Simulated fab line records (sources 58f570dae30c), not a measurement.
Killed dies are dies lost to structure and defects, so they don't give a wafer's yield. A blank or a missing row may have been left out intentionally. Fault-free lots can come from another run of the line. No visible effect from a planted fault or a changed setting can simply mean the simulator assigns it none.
A single fault, viewed from 2 desks -- flow berkeleyCmos170 -- what lay behind the numbers comes last; until then each desk has only its own

== DESK OF THE TOOL OWNER: pecvd-04 ==
The tool's own readings at UCB170_V2_CVD_00 (deposits SiO2 from TEOS/O2, target thk 2000 nm, time 250 s): means of the sampled wafers that have a number, for each lot that ran on this tool. Marked OUT: a lot whose mean sits more than 4 standard deviations from the usual mean, which makes it out of limits; the brackets give that distance.
Columns: A = heaterPowerW at UCB170_V2_CVD_00, usual 258 W
lot,first seen here,A
L228,day 10 13:46,221
L237,day 12 02:31,204
L240,day 12 05:47,228
L242,day 12 09:53,240
Result from this desk: across the 4 lots, nothing is out of limits.

== FROM THE METROLOGY DESK ==
What the gauges read, lot by lot, whatever tool the lot ran on: means of the sampled wafers that have a number. Marked OUT: a lot whose mean sits more than 4 standard deviations from the usual mean, which makes it out of limits; the brackets give that distance.
Columns: A = V2_TEOS_THK at UCB170_V2_THK_MEAS_01, usual 2007 nm; B = cdNm at UCB170_V2_CD_MEAS_12, usual 699.5 nm
lot,first seen here,A,B
L225,day 9 11:10,2013,700.9
L226,day 9 22:30,1995,698.1
L227,day 10 00:58,2004,697.5
L228,day 10 13:56,2002,699.2
L234,day 11 04:35,2035,698.8
L233,day 11 06:19,2005,700.9
L231,day 11 07:31,2009,698.5
L237,day 12 02:37,2028,698.6
L239,day 12 04:53,1998,699.5
L240,day 12 05:57,2018,699.7
L238,day 12 07:49,1992,699.6
L241,day 12 09:31,2005,700.1
L242,day 12 10:02,2525 (+21) OUT,700.5
Finding of this desk: L242 out of limits, first seen on L242 at day 12 10:02 (V2_TEOS_THK at UCB170_V2_THK_MEAS_01). Within limits: L225, L226, L227, L228, L234, L233, L231, L237, L239, L240, L238, L241.

== PUT TOGETHER ==
L242 would have let the metrology desk raise an alarm at day 12 10:02.
Nothing out of limits was seen by the tool owner's desk.
Tool owner's desk: L242 on record, inside its limits.
The lots listed all ran UCB170_V2_CVD_00 on pecvd-04.

== WHAT HAD BEEN PUT IN BY THE SIMULATOR ==
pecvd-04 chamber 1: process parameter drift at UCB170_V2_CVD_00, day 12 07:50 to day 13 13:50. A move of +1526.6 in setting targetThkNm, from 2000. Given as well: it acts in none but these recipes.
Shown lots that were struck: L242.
Hours from the fault's start to each desk's first reading out of limits: the metrology desk, 2.
